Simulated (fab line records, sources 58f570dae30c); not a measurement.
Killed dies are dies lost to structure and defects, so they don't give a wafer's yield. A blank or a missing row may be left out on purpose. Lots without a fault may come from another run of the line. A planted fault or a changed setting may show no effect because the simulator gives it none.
Problem report in the 8D (eight disciplines) form, filled by code | flow berkeley_cmos170 | the parts of the form that need people (team, actions taken, sign-off) are left out

1. THE PROBLEM
exposure_dose_mJ_cm2 at UCB170_M1_EXPOSE_06 reads a mean of 20.899 on 2 wafers of 1 lot; wafers without a fault read 20.996 with a standard deviation of 0.022. That is -4.4 standard deviations from the usual mean.
The step: exposes mask METAL1, target cd 700 nm.
First seen on wafer L645.1, day 10 22:44, on krf_scanner-01. The record holds 35 wafers of 12 lots with a number at this step. Rule for "out", or "out of limits": more than 4 standard deviations from the usual mean. The other wafers with a number count as sound.

2. WHAT IT IS AND WHAT IT IS NOT
question                    | is                     | is not
which readings at this step | exposure_dose_mJ_cm2   | -
which lots                  | L645                   | L635, L636, L637, L638, L639, L646, L647, L650, L653, L655, L658
which wafers of those lots  | all that have a number | -
read on which tools         | krf_scanner-01         | krf_scanner-02
when                        | from day 10 22:44      | up to then (21 sound wafers); but 12 sound wafers of L650, L653, L655, L658 came after

3. SUSPECTS, AND WHAT RULES EACH OUT
Counting: a tool at a process step up to the reading stays a suspect if it ran every lot that is out and no sound lot after the first of them.
- plasma_asher-03 at UCB170_CONTACT_STRIP_19 (strips in O2): ruled out as a lasting fault. Sound lots L655 ran on it after its first lot that is out, L645 (day 10 21:13).
- krf_scanner-01 at UCB170_M1_EXPOSE_06 (exposes mask METAL1, target cd 700 nm): kept. It ran the lot that is out, L645 (day 10 22:44), and no sound lot after that; its last sound lot up to then is L636 (day 8 12:31). Its own readings are out on those wafers: exposure_dose_mJ_cm2.
Left after counting: krf_scanner-01 at UCB170_M1_EXPOSE_06.

4. THE CAUSE (what the simulator had put in)
Process parameter drift: krf_scanner-01, from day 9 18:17 on, at UCB170_M1_EXPOSE_06. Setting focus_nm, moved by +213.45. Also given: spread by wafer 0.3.
Counting left only this tool.

5. THE CHAIN OF EFFECTS, in route order
Each row: a reading whose mean over the struck wafers that have a number lies more than 3 standard deviations from the usual. Only readings for which the record gives a usual standard deviation are gone through. hours: the time from each lot's start at the first step in this table that gives one to its start at this step, as a median over the lots. sigmas: the change in usual standard deviations.
hours | step                | reading              | usual  | on struck wafers | change | sigmas
0     | UCB170_M1_EXPOSE_06 | exposure_dose_mJ_cm2 | 20.996 | 20.899           | -0.096 | -4.4
The process steps in it:
- UCB170_M1_EXPOSE_06: exposes mask METAL1, target cd 700 nm.

6. WHAT WOULD HAVE CAUGHT IT SOONER
In this record the first reading out of limits was taken at day 10 22:44, 28 hours after the fault began at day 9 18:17.
